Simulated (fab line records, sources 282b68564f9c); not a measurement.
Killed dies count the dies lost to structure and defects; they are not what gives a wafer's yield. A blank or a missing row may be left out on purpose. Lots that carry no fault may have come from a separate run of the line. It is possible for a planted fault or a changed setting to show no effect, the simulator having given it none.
What tool caused it? / flow rit cmos / Sampling: 14 lots, 42 wafers, 2 of 202 route steps

WHAT EACH GAUGE READ, for each wafer
RIT_SDANNEAL_RS_MEAS_06: the measuring method here is four-point-probe.
lot=L607; measured=day 3 10:55; on=film metro-01; PLDD_RS (ohm/sq)=180.1 179.7 180.0
lot=L608; measured=day 3 14:34; on=film metro-03; PLDD_RS (ohm/sq)=179.6 179.2 179.0
lot=L609; measured=day 3 19:30; on=film metro-04; PLDD_RS (ohm/sq)=178.7 179.0 179.2
lot=L610; measured=day 3 22:44; on=film metro-01; PLDD_RS (ohm/sq)=178.8 179.6 179.2
lot=L612; measured=day 4 07:38; on=film metro-04; PLDD_RS (ohm/sq)=179.1 178.5 178.8
lot=L613; measured=day 4 18:01; on=film metro-04; PLDD_RS (ohm/sq)=179.0 179.0 179.0
lot=L614; measured=day 4 20:49; on=film metro-01; PLDD_RS (ohm/sq)=179.5 179.6 179.3
lot=L615; measured=day 4 23:40; on=film metro-03; PLDD_RS (ohm/sq)=179.0 179.0 178.6
lot=L617; measured=day 5 10:14; on=film metro-03; PLDD_RS (ohm/sq)=178.1 178.8 178.8
lot=L618; measured=day 5 13:23; on=film metro-01; PLDD_RS (ohm/sq)=178.9 179.1 179.2
lot=L623; measured=day 6 19:33; on=film metro-04; PLDD_RS (ohm/sq)=186.4 186.7 187.1
lot=L624; measured=day 7 06:13; on=film metro-01; PLDD_RS (ohm/sq)=186.0 186.2 186.2
lot=L626; measured=day 7 15:04; on=film metro-03; PLDD_RS (ohm/sq)=178.5 178.5 178.7
lot=L627; measured=day 7 20:03; on=film metro-03; PLDD_RS (ohm/sq)=178.0 178.4 178.3

TOOL THAT RAN EACH LOT (tool first, then ch and the chambers of the sampled wafers, then the start)
lot=L607; RIT_PLDD_IMPLANT_08=implanter-03 ch 0, day 3 02:10
lot=L608; RIT_PLDD_IMPLANT_08=implanter-04 ch 0, day 3 08:07
lot=L609; RIT_PLDD_IMPLANT_08=implanter-02 ch 0, day 3 12:28
lot=L610; RIT_PLDD_IMPLANT_08=implanter-03 ch 0, day 3 15:56
lot=L612; RIT_PLDD_IMPLANT_08=implanter-02 ch 0, day 4 01:13
lot=L613; RIT_PLDD_IMPLANT_08=implanter-02 ch 0, day 4 11:36
lot=L614; RIT_PLDD_IMPLANT_08=implanter-03 ch 0, day 4 14:10
lot=L615; RIT_PLDD_IMPLANT_08=implanter-04 ch 0, day 4 17:06
lot=L617; RIT_PLDD_IMPLANT_08=implanter-04 ch 0, day 5 03:44
lot=L618; RIT_PLDD_IMPLANT_08=implanter-04 ch 0, day 5 06:52
lot=L623; RIT_PLDD_IMPLANT_08=implanter-02 ch 0, day 6 12:22
lot=L624; RIT_PLDD_IMPLANT_08=implanter-02 ch 0, day 6 22:52
lot=L626; RIT_PLDD_IMPLANT_08=implanter-04 ch 0, day 7 07:13
lot=L627; RIT_PLDD_IMPLANT_08=implanter-04 ch 0, day 7 12:29
- RIT_PLDD_IMPLANT_08

AS READ BY THE TOOLS THEMSELVES (means over the sampled wafers that have a number; for cases with no such wafer, the mark the record gives instead)
RIT_PLDD_IMPLANT_08.
lot=L607; tool=implanter-03; dose ions cm2=8.995e+14; faraday current uA=2778
lot=L608; tool=implanter-04; dose ions cm2=9.002e+14; faraday current uA=2928
lot=L609; tool=implanter-02; dose ions cm2=8.999e+14; faraday current uA=2843
lot=L610; tool=implanter-03; dose ions cm2=8.994e+14; faraday current uA=2883
lot=L612; tool=implanter-02; dose ions cm2=8.997e+14; faraday current uA=2808
lot=L613; tool=implanter-02; dose ions cm2=8.999e+14; faraday current uA=2849
lot=L614; tool=implanter-03; dose ions cm2=8.996e+14; faraday current uA=2830
lot=L615; tool=implanter-04; dose ions cm2=9.000e+14; faraday current uA=2876
lot=L617; tool=implanter-04; dose ions cm2=9.000e+14; faraday current uA=2792
lot=L618; tool=implanter-04; dose ions cm2=8.987e+14; faraday current uA=2800
lot=L623; tool=implanter-02; dose ions cm2=8.311e+14; faraday current uA=2560
lot=L624; tool=implanter-02; dose ions cm2=8.307e+14; faraday current uA=2615
lot=L626; tool=implanter-04; dose ions cm2=8.993e+14; faraday current uA=2797
lot=L627; tool=implanter-04; dose ions cm2=9.003e+14; faraday current uA=2855

THE ANSWER, worked out from the rows above alone
Rule: the usual values come from the lots themselves. The widest of any qualifying gaps counts: lots, ordered by their means at a reading, are off when they make up no more than a third of the lots, leave a main group of 4 or more, and stand apart from it by 3 or more times the standard deviation of that group's means. A main group is skipped when, at the precision printed for the reading in the tables above, its means are all equal. Also off: a lot with no number at a reading for which 4 or more lots have one. All remaining lots with rows at the step are treated as sound. The gauges are gone through in route order, then the tools' own readings, and for those a lot's mean is taken as printed above. At the first step where some lot is off, the reading lying furthest off is the one used; lots without a number count as furthest.
Off: L623, L624, at RIT_SDANNEAL_RS_MEAS_06 (PLDD_RS). Main group: mean 179.0 ohm/sq, sd 0.43.
If a tool, at a process step before that reading, ran all the lots that are off and no sound lot after the first of them, it fits. Not tried: the gauges at RIT_SDANNEAL_RS_MEAS_06; whatever is off there is also off at RIT_PLDD_IMPLANT_08, on other tools, and gauge error can't account for it. One candidate fits, namely implanter-02 at RIT_PLDD_IMPLANT_08. Its last sound lot is L613 (day 4 11:36), its first lot that is off L623 (day 6 12:22): a fault that began between those two fits.
The tool's own readings at RIT_PLDD_IMPLANT_08 bear it out: on the lots that are off they differ by more than 5 times the standard deviation of the sound lots' means. dose ions cm2 reads 8.309e+14 there against 8.997e+14 on the sound lots; faraday current uA reads 2588 there against 2837 on the sound lots.

WHAT THE SIMULATOR HAD PUT IN
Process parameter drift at RIT_PLDD_IMPLANT_08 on implanter-02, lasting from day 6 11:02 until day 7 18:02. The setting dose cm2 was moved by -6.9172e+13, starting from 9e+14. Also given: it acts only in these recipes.
Struck lots among those shown: L623, L624. Same finding as the rule above.
